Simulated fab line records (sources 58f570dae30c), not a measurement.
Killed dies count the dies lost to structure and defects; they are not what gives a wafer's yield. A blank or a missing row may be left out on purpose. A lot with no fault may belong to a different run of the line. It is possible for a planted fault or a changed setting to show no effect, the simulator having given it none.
What tool caused it? + flow berkeley-cmos170 + 21 wafers from 7 lots sampled at 2 of the route's 331 steps

## WHAT EACH GAUGE READ, for each wafer
UCB170_PWELL_THK_MEAS_06.
| lot  | measured    | on            | PWELL_NITRIDE_THK (nm) |
|------|-------------|---------------|------------------------|
| L604 | day 3 13:33 | film-metro-03 | 217.3 219.1 217.0      |
| L606 | day 4 12:45 | film-metro-04 | 220.0 220.1 220.8      |
| L608 | day 4 12:43 | film-metro-02 | 220.7 220.3 221.4      |
| L611 | day 5 04:37 | film-metro-02 | 218.9 221.6 221.1      |
| L620 | day 7 04:21 | film-metro-02 | 434.2 436.2 437.2      |
| L624 | day 7 17:59 | film-metro-03 | 220.5 219.6 220.9      |
| L626 | day 8 00:56 | film-metro-02 | 223.2 222.5 222.8      |

## EACH LOT AND THE TOOL THAT RAN IT (in order: tool; ch and the chambers of the sampled wafers; start)
| lot  | UCB170_PWELL_CVD_05        |
|------|----------------------------|
| L604 | lpcvd-01 ch 1, day 3 11:38 |
| L606 | lpcvd-02 ch 1, day 4 09:50 |
| L608 | lpcvd-02 ch 0, day 4 09:50 |
| L611 | lpcvd-01 ch 1, day 5 02:42 |
| L620 | lpcvd-01 ch 1, day 7 00:20 |
| L624 | lpcvd-01 ch 0, day 7 16:03 |
| L626 | lpcvd-01 ch 1, day 7 23:00 |
- UCB170_PWELL_CVD_05: deposits Si3N4 from SiH2Cl2/NH3, target thk 220 nm, time 3300 s.

## THE ANSWER, worked out from the rows above alone
Rule: the lots themselves supply what counts as usual. Put in order of their means at a reading, lots are off if they are a third of the lots or fewer, leave a main group of 4 or more, and stand apart from it by a gap of 3 or more times the standard deviation of the main group's means; of several such gaps the widest counts. A main group is skipped when, at the precision printed for the reading in the tables above, its means are all equal. A lot without any number at a reading at which 4 lots or more have one is off too. Any other lot the step has rows for is counted as sound.
Off: L620, at UCB170_PWELL_THK_MEAS_06 (PWELL_NITRIDE_THK). The main group: mean 220.4 nm, standard deviation 1.5.
A tool fits if, at a process step before that reading, it ran every lot that is off, and no sound lot after the first of them. Gauges at UCB170_PWELL_THK_MEAS_06: tried the same way as those tools. Of those tried, none fits.

## WHAT WAS PUT IN BY THE SIMULATOR
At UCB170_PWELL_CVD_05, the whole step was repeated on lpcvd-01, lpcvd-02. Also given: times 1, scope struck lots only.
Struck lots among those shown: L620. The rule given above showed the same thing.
